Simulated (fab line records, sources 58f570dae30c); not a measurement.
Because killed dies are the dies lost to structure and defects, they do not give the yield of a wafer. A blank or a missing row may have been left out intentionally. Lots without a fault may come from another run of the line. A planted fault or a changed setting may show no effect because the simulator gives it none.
The tool behind it: which one? ; flow berkeley-cmos170 ; 14 lots with 42 wafers sampled at 5 steps, on a route of 331 steps

## WHAT THE GAUGES SHOWED, per wafer
UCB170_START_THK_MEAS_03.
lot;measured;on;START_OXIDE_THK (nm)
L114;day 1 19:53;film-metro-01;21.6 21.6 21.6
L118;day 2 10:08;film-metro-02;21.1 21.2 21.4
L119;day 2 14:25;film-metro-01;20.9 20.7 21.1
L120;day 2 21:27;film-metro-02;20.9 21.1 20.8
L121;day 3 02:17;film-metro-02;21.5 21.6 21.2
L123;day 3 10:29;film-metro-02;21.4 21.3 21.9
L124;day 3 17:55;film-metro-01;21.1 21.6 21.6
L129;day 4 18:45;film-metro-01;21.4 21.1 20.9
L130;day 4 22:02;film-metro-01;21.2 21.0 20.9
L131;day 5 03:28;film-metro-04;20.2 20.5 20.6
L132;day 5 07:55;film-metro-01;27.3 27.5 27.3
L133;day 5 12:35;film-metro-01;26.9 26.6 26.8
L136;day 6 05:28;film-metro-02;20.4 20.7 20.5
L137;day 6 11:08;film-metro-02;21.0 21.1 21.3

UCB170_NWELL_TW_MEAS_16.
lot;measured;on;NWELL_TW
L114;day 2 12:35;film-metro-01;1245 1247 1246
L118;day 3 01:56;film-metro-01;1253 1242 1242
L119;day 3 10:56;film-metro-02;1251 1248 1248
L120;day 3 14:07;film-metro-01;1243 1246 1240
L121;day 3 21:23;film-metro-02;1251 1244 1249
L123;day 4 10:45;film-metro-03;1248 1245 1251
L124;day 4 15:03;film-metro-03;1251 1235 1252
L129;day 5 11:47;film-metro-01;1233 1238 1238
L130;day 5 11:32;film-metro-02;1244 1246 1252
L131;day 5 19:31;film-metro-03;1244 1251 1254
L132;day 6 00:40;film-metro-02;1248 1253 1244
L133;day 6 01:04;film-metro-02;1242 1246 1244
L136;day 6 21:58;film-metro-01;1231 1237 1239
L137;day 7 03:52;film-metro-03;1239 1233 1239

UCB170_PWELL_THK_MEAS_06.
lot;measured;on;PWELL_NITRIDE_THK (nm)
L114;day 3 07:07;film-metro-03;223.2 221.3 221.4
L118;day 3 16:59;film-metro-02;220.2 221.2 221.0
L119;day 4 04:55;film-metro-03;215.7 215.4 214.2
L120;day 4 04:56;film-metro-02;216.4 216.3 214.6
L121;day 4 16:31;film-metro-04;222.6 221.0 220.5
L123;day 5 02:32;film-metro-03;216.9 217.5 218.1
L124;day 5 06:11;film-metro-02;220.3 218.4 219.3
L129;day 6 08:37;film-metro-04;216.8 219.1 216.8
L130;day 6 08:38;film-metro-02;219.3 220.8 219.8
L131;day 6 13:16;film-metro-03;217.2 216.7 215.1
L132;day 6 15:00;film-metro-04;217.5 218.5 216.8
L133;day 6 15:01;film-metro-03;221.1 221.0 220.5
L136;day 7 11:56;film-metro-03;215.9 215.6 216.0
L137;day 7 17:56;film-metro-03;220.7 219.0 220.5

## WHICH TOOL RAN EACH LOT (tool, then ch and the chambers of the sampled wafers, then the start)
lot;UCB170_START_OXIDATION_02;UCB170_NWELL_STRIP_15
L114;furnace-01 ch 0, day 1 18:23;plasma-asher-02 ch 0,1, day 2 12:29
L118;furnace-02 ch 0, day 2 08:38;plasma-asher-03 ch 0,1, day 3 01:50
L119;furnace-01 ch 0, day 2 12:55;plasma-asher-01 ch 0,1, day 3 10:49
L120;furnace-01 ch 0, day 2 19:56;plasma-asher-01 ch 0,1, day 3 14:02
L121;furnace-02 ch 0, day 3 00:47;plasma-asher-01 ch 0,1, day 3 21:17
L123;furnace-02 ch 0, day 3 08:59;plasma-asher-02 ch 0,1, day 4 10:39
L124;furnace-01 ch 0, day 3 16:24;plasma-asher-01 ch 0,1, day 4 14:56
L129;furnace-04 ch 0, day 4 17:15;plasma-asher-01 ch 0,1, day 5 11:41
L130;furnace-01 ch 0, day 4 20:31;plasma-asher-03 ch 0,1, day 5 11:26
L131;furnace-01 ch 0, day 5 01:58;plasma-asher-02 ch 0,1, day 5 19:25
L132;furnace-02 ch 0, day 5 06:25;plasma-asher-02 ch 0,1, day 6 00:34
L133;furnace-02 ch 0, day 5 11:04;plasma-asher-03 ch 0,1, day 6 00:58
L136;furnace-01 ch 0, day 6 03:57;plasma-asher-03 ch 0,1, day 6 21:52
L137;furnace-01 ch 0, day 6 09:38;plasma-asher-01 ch 0,1, day 7 03:46
- UCB170_START_OXIDATION_02: target thk 20 nm, ox time 1800 s.
- UCB170_NWELL_STRIP_15: strips in O2.

## AS READ BY THE TOOLS THEMSELVES (means over the sampled wafers that have a number; for cases with no such wafer, the mark the record gives instead)
UCB170_START_OXIDATION_02.
lot;tool;spike-tc-load-C (C)
L114;furnace-01;981.5
L118;furnace-02;977.6
L119;furnace-01;981.5
L120;furnace-01;982.8
L121;furnace-02;977.9
L123;furnace-02;978.6
L124;furnace-01;981.9
L129;furnace-04;982.0
L130;furnace-01;982.8
L131;furnace-01;981.6
L132;furnace-02;978.1
L133;furnace-02;977.9
L136;furnace-01;981.1
L137;furnace-01;981.9

UCB170_NWELL_STRIP_15.
lot;tool;chamber-pressure-mTorr (mTorr);drypump-motor-current-A (A);oes-product-au (a.u.);strip-time-to-endpoint-s (s)
L114;plasma-asher-02;3500;5.7;0.721;18.10
L118;plasma-asher-03;3500;5.1;0.719;18.17
L119;plasma-asher-01;3497;6.0;0.720;17.97
L120;plasma-asher-01;3498;6.1;0.718;17.76
L121;plasma-asher-01;3501;5.8;0.716;18.12
L123;plasma-asher-02;3501;5.7;0.719;18.06
L124;plasma-asher-01;3502;5.8;0.721;18.14
L129;plasma-asher-01;3496;5.8;0.724;17.90
L130;plasma-asher-03;3502;5.4;0.720;17.92
L131;plasma-asher-02;3498;5.6;0.719;18.00
L132;plasma-asher-02;3503;5.6;0.721;17.92
L133;plasma-asher-03;3500;5.1;0.722;18.01
L136;plasma-asher-03;3499;5.2;0.720;18.04
L137;plasma-asher-01;3501;5.8;0.723;18.01

## THE ANSWER, worked out from the rows above alone
Rule: the usual values come from the lots themselves. The widest of any qualifying gaps counts: lots, ordered by their means at a reading, are off when they make up no more than a third of the lots, leave a main group of 4 or more, and stand apart from it by 3 or more times the standard deviation of that group's means. A main group whose means are all the same, to the digits that the tables above print for the reading, isn't used. Also off: a lot with no number at a reading for which 4 or more lots have one. The other lots that the step has rows for count as sound. After the gauges, taken in route order, come the tools' own readings; for these a lot's mean is taken, as printed above. The first step at which some lot is off is used, and at that step the reading that is off furthest; a lot without a number counts as furthest.
Off: L132, L133, seen at UCB170_START_THK_MEAS_03 (START_OXIDE_THK). Main group: mean 21.1 nm, sd 0.36.
If a tool, at a process step before that reading, ran all the lots that are off and no sound lot after the first of them, it fits. Those tools and the gauges at UCB170_START_THK_MEAS_03 are tried in the same way. Can't be told from this: 2 tools fit, furnace-02 at UCB170_START_OXIDATION_02, film-metro-01 at UCB170_START_THK_MEAS_03.

## WHAT THE SIMULATOR HAD PUT IN
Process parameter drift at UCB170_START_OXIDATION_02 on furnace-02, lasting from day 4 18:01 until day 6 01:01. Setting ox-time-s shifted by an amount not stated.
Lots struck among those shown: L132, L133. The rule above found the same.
